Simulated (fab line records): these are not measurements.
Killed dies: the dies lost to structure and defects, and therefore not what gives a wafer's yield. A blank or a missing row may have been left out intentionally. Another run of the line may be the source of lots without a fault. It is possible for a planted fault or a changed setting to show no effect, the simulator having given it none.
Which tool is to blame? + flow berkeley_cmos170 + 14 lots, 42 wafers sampled, at 2 steps of a route of 331

WHAT THE GAUGES SHOWED, per wafer
UCB170_START_THK_MEAS_03. Usual: for START_OXIDE_THK the level is 21.9 nm and the standard deviation is 0.39.
| lot  | measured    | on            | START_OXIDE_THK (nm) | flag |
|------|-------------|---------------|----------------------|------|
| L294 | day 1 15:04 | film_metro-02 | 21.6 21.5 21.5       |      |
| L295 | day 1 22:55 | film_metro-04 | 21.7 22.0 21.9       |      |
| L297 | day 2 03:11 | film_metro-01 | 21.4 21.4 21.1       |      |
| L300 | day 2 17:40 | film_metro-01 | 21.8 21.6 21.6       |      |
| L301 | day 3 03:52 | film_metro-04 | 21.3 21.7 21.7       |      |
| L302 | day 3 03:52 | film_metro-01 | 21.9 21.9 22.1       |      |
| L304 | day 3 18:28 | film_metro-01 | 21.7 21.6 21.5       |      |
| L308 | day 4 12:22 | film_metro-01 | 22.1 21.9 22.0       |      |
| L307 | day 4 12:22 | film_metro-02 | 21.6 22.0 21.7       |      |
| L309 | day 4 20:32 | film_metro-04 | 22.8 22.6 22.7       |      |
| L312 | day 5 10:01 | film_metro-02 | 21.8 22.0 21.8       |      |
| L313 | day 5 16:18 | film_metro-04 | 22.0 22.0 22.1       |      |
| L316 | day 6 02:20 | film_metro-02 | 22.2 22.0 22.0       |      |
| L317 | day 6 10:01 | film_metro-01 | 21.7 21.5 21.8       |      |

UCB170_ACTIVE_THK_MEAS_06. Usual: for ACTIVE_NITRIDE_THK the level is 219.7 nm and the standard deviation is 1.8.
| lot  | measured    | on            | ACTIVE_NITRIDE_THK (nm) | flag |
|------|-------------|---------------|-------------------------|------|
| L294 | day 4 16:50 | film_metro-01 | 218.9 218.4 219.3       |      |
| L295 | day 5 04:59 | film_metro-01 | 220.4 221.9 221.0       |      |
| L297 | day 5 05:00 | film_metro-04 | 221.7 221.7 220.9       |      |
| L300 | day 6 03:19 | film_metro-04 | 219.2 216.5 218.7       |      |
| L301 | day 6 07:04 | film_metro-02 | 221.4 220.8 222.1       |      |
| L302 | day 6 07:04 | film_metro-01 | 220.0 218.3 219.1       |      |
| L304 | day 7 08:26 | film_metro-02 | 219.9 218.9 224.2       |      |
| L308 | day 7 08:26 | film_metro-01 | 216.7 217.0 218.2       |      |
| L307 | day 7 08:28 | film_metro-04 | 219.1 220.4 218.0       |      |
| L309 | day 8 02:14 | film_metro-04 | 220.5 222.4 221.7       |      |
| L312 | day 8 19:52 | film_metro-01 | 217.1 216.5 218.5       |      |
| L313 | day 8 19:49 | film_metro-02 | 219.3 221.4 219.6       |      |
| L316 | day 8 19:52 | film_metro-02 | 218.7 219.0 218.9       |      |
| L317 | day 9 14:45 | film_metro-01 | 217.6 220.4 222.3       |      |

WHAT TOOL EACH LOT RAN ON (gives the tool, then ch and the chambers of the sampled wafers, and finally the start)
The record shows no process step preceding these readings.

WHAT THE TOOLS THEMSELVES READ (means of the sampled wafers that have a number; where no wafer has one, the mark that the record gives instead)
The record holds no such reading with a usual standard deviation.

THE ANSWER, worked out from the rows above alone
Rule: a lot is off if the mean of its wafers that have a number lies more than 3 standard deviations from the usual mean. Also off: a lot with no number at a reading for which 4 or more lots have one. Any other lot the step has rows for is counted as sound. First the gauges in route order, then the tools' own readings, where a lot's mean is used as printed above. At the first step where some lot is off, the reading lying furthest off is the one used; lots without a number count as furthest.
None of the lots is off at any reading shown; this tells nothing.

WHAT THE SIMULATOR HAD INSERTED
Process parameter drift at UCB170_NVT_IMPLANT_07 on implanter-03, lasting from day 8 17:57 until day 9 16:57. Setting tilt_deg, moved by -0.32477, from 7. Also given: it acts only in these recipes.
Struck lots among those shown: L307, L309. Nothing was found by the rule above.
